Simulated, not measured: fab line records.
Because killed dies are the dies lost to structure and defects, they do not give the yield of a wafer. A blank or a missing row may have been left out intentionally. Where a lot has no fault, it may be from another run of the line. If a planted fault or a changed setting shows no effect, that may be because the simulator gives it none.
Which tool was responsible? | flow ritCmos | 42 wafers from 14 lots sampled at 3 of the route's 202 steps

WHAT THE GAUGES READ, wafer by wafer
RIT_NRETRO_TW_MEAS_10. Usual: NRETRO_TW 1045, standard deviation 7.6.
lot  | measured    | on           | NRETRO_TW      | flag
L354 | day 2 17:05 | filmMetro-01 | 1043 1051 1046 | 
L355 | day 2 21:13 | filmMetro-04 | 1031 1029 1031 | 
L356 | day 2 21:29 | filmMetro-01 | 1048 1046 1045 | 
L357 | day 3 03:49 | filmMetro-01 | 1047 1054 1055 | 
L359 | day 3 11:13 | filmMetro-01 | 1048 1054 1046 | 
L361 | day 3 18:49 | filmMetro-03 | 1047 1043 1043 | 
L363 | day 4 11:28 | filmMetro-04 | 1034 1037 1036 | 
L364 | day 4 12:58 | filmMetro-03 | 1042 1040 1033 | 
L365 | day 4 17:00 | filmMetro-01 | 1055 1052 1047 | 
L369 | day 5 12:37 | filmMetro-03 | 30 30 30       | OFF
L370 | day 5 17:08 | filmMetro-04 | 30 30 30       | OFF
L372 | day 6 02:58 | filmMetro-01 | 1054 1053 1053 | 
L374 | day 6 13:06 | filmMetro-04 | 1038 1035 1039 | 
L377 | day 7 02:26 | filmMetro-03 | 1052 1056 1049 | 

RIT_PRETRO_TW_MEAS_10. Usual: PRETRO_TW 474, standard deviation 4.8.
lot  | measured    | on           | PRETRO_TW   | flag
L354 | day 2 18:49 | filmMetro-01 | 469 472 470 | 
L355 | day 2 23:02 | filmMetro-01 | 470 470 473 | 
L356 | day 2 23:24 | filmMetro-02 | 480 479 478 | 
L357 | day 3 05:22 | filmMetro-01 | 477 474 478 | 
L359 | day 3 12:46 | filmMetro-04 | 470 466 467 | 
L361 | day 3 20:29 | filmMetro-02 | 478 477 479 | 
L363 | day 4 13:13 | filmMetro-02 | 479 479 481 | 
L364 | day 4 14:31 | filmMetro-02 | 481 482 481 | 
L365 | day 4 18:42 | filmMetro-02 | 478 480 479 | 
L369 | day 5 14:16 | filmMetro-01 | 30 30 30    | OFF
L370 | day 5 18:41 | filmMetro-04 | 30 30 30    | OFF
L372 | day 6 04:37 | filmMetro-01 | 476 474 478 | 
L374 | day 6 14:47 | filmMetro-02 | 480 481 479 | 
L377 | day 7 04:06 | filmMetro-02 | 481 478 482 | 

WHAT TOOL EACH LOT RAN ON (gives the tool, then ch and the chambers of the sampled wafers, and finally the start)
lot  | RIT_PWELL_STRIP_09
L354 | plasmaAsher-04 ch 0,1, day 2 08:31
L355 | plasmaAsher-03 ch 0,1, day 2 12:01
L356 | plasmaAsher-04 ch 0,1, day 2 12:27
L357 | plasmaAsher-01 ch 0,1, day 2 20:46
L359 | plasmaAsher-03 ch 0,1, day 3 01:57
L361 | plasmaAsher-03 ch 0,1, day 3 11:34
L363 | plasmaAsher-04 ch 0, day 4 03:00
L364 | plasmaAsher-03 ch 0,1, day 4 05:28
L365 | plasmaAsher-01 ch 0,1, day 4 08:20
L369 | plasmaAsher-01 ch 0,1, day 5 04:41
L370 | plasmaAsher-03 ch 0, day 5 09:11
L372 | plasmaAsher-01 ch 0,1, day 5 18:02
L374 | plasmaAsher-03 ch 1, day 6 04:20
L377 | plasmaAsher-03 ch 0,1, day 6 18:54
- RIT_PWELL_STRIP_09: strips in O2, time 180 s.

WHAT THE TOOLS THEMSELVES READ (means of the sampled wafers that have a number; where no wafer has one, the mark that the record gives instead)
RIT_PWELL_STRIP_09. Usual: chamberPressureMTorr 4000 mTorr, standard deviation 3.4; drypumpMotorCurrentA 5.7 A, standard deviation 0.55.
lot  | tool           | chamberPressureMTorr (mTorr) | drypumpMotorCurrentA (A) | flag
L354 | plasmaAsher-04 | 4000                         | 5.3                      | 
L355 | plasmaAsher-03 | 4000                         | 6.4                      | 
L356 | plasmaAsher-04 | 3998                         | 5.5                      | 
L357 | plasmaAsher-01 | 4001                         | 5.4                      | 
L359 | plasmaAsher-03 | 3998                         | 6.2                      | 
L361 | plasmaAsher-03 | 3998                         | 6.5                      | 
L363 | plasmaAsher-04 | 3999                         | 5.6                      | 
L364 | plasmaAsher-03 | 4001                         | 6.4                      | 
L365 | plasmaAsher-01 | 4000                         | 5.4                      | 
L369 | plasmaAsher-01 | -                            | -                        | OFF
L370 | plasmaAsher-03 | -                            | -                        | OFF
L372 | plasmaAsher-01 | 3997                         | 5.4                      | 
L374 | plasmaAsher-03 | 4003                         | 6.7                      | 
L377 | plasmaAsher-03 | 4001                         | 6.5                      | 

THE ANSWER, worked out from the rows above alone
Rule: a lot is off if the mean of its wafers that have a number lies more than 3 standard deviations from the usual mean. A lot without any number at a reading at which 4 lots or more have one is off too. Where the step has rows for the other lots, those lots are counted as sound. The gauges are gone through in route order, then the tools' own readings, and for those a lot's mean is taken as printed above. At the first step where some lot is off, the reading lying furthest off is the one used; lots without a number count as furthest.
Off: L369, L370, at RIT_NRETRO_TW_MEAS_10 (NRETRO_TW).
If a tool, at a process step before that reading, ran all the lots that are off and no sound lot after the first of them, it fits. The gauges at RIT_NRETRO_TW_MEAS_10 aren't tried: what is off there is off at RIT_PWELL_STRIP_09 too, on other tools, and a gauge's error can't cause that. Not one of the candidates tried fits.

WHAT WAS PUT IN BY THE SIMULATOR
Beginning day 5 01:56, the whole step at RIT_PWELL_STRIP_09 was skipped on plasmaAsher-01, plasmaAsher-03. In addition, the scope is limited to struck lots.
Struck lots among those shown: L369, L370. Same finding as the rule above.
